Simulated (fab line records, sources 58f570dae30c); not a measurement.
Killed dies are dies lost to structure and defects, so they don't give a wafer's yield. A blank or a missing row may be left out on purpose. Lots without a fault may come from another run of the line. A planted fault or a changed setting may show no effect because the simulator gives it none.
Problem report in the 8D (eight disciplines) form, filled by code | flow berkeley_cmos170 | the parts of the form that need people (team, actions taken, sign-off) are left out

1. THE PROBLEM
PLDD_RS at UCB170_SDANNEAL_RS_MEAS_04 reads a mean of 1109 ohm/sq on 3 wafers of 1 lot; wafers without a fault read 1036 ohm/sq with a standard deviation of 3.1. That is +24 standard deviations from the usual mean.
The step: measures by four-point-probe.
First seen on wafer L274.2, day 9 03:03, on film_metro-01. The record holds 39 wafers of 13 lots with a number at this step. Rule for "out", or "out of limits": more than 4 standard deviations from the usual mean. The other wafers with a number count as sound.

2. WHAT IT IS AND WHAT IT IS NOT
question                    | is                     | is not
which readings at this step | PLDD_RS                | -
which lots                  | L274                   | L265, L266, L267, L268, L269, L277, L279, L280, L282, L283, L285, L288
which wafers of those lots  | all that have a number | -
read on which gauges        | film_metro-01          | film_metro-02, film_metro-04
when                        | from day 9 03:03       | up to then (15 sound wafers); but 21 sound wafers of L277, L279, L280, L282, L283, L285, L288 came after

3. SUSPECTS, AND WHAT RULES EACH OUT
Counting: a tool at a process step up to the reading stays a suspect if it ran every lot that is out and no sound lot after the first of them.
- the gauge at UCB170_SDANNEAL_RS_MEAS_04: kept. All the wafers that are out were read on film_metro-01, and no step on other tools shows them out.
- implanter-03 at UCB170_PLDD_IMPLANT_09: kept. It ran the lot that is out, L274 (day 8 08:53), and no sound lot after that; its last sound lot up to then is L268 (day 7 06:58).
Left after counting: implanter-03 at UCB170_PLDD_IMPLANT_09, film_metro-01 at UCB170_SDANNEAL_RS_MEAS_04.

4. THE CAUSE (what the simulator had put in)
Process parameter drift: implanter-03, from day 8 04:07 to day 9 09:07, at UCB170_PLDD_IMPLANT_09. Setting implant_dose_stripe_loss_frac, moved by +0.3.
Counting left 2 suspects, and this tool is among them.

5. THE CHAIN OF EFFECTS, in route order
Each row: a reading whose mean over the struck wafers that have a number lies more than 3 standard deviations from the usual. Only readings for which the record gives a usual standard deviation are gone through. hours: the time from each lot's start at the first step in this table that gives one to its start at this step, as a median over the lots. sigmas: the change in usual standard deviations.
hours | step                       | reading | usual       | on struck wafers | change | sigmas
0     | UCB170_PLDD_TW_MEAS_11     | PLDD_TW | 1013        | 970              | -43    | -3.9
18    | UCB170_SDANNEAL_RS_MEAS_04 | PLDD_RS | 1036 ohm/sq | 1109             | +73    | +24

6. WHAT WOULD HAVE CAUGHT IT SOONER
In this record the first reading out of limits at a measuring or inspecting step was taken at day 9 03:03, 23 hours after the fault began at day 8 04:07.
Of the tool readings at UCB170_PLDD_IMPLANT_09 for which the record gives a usual standard deviation, none was out on any struck wafer, so an alarm limit of 4 standard deviations on them would not have fired.
All the lots that are out (1) had begun UCB170_PLDD_IMPLANT_09 on implanter-03 by day 9 03:03. A hold on the tool at that time would have spared none of them.
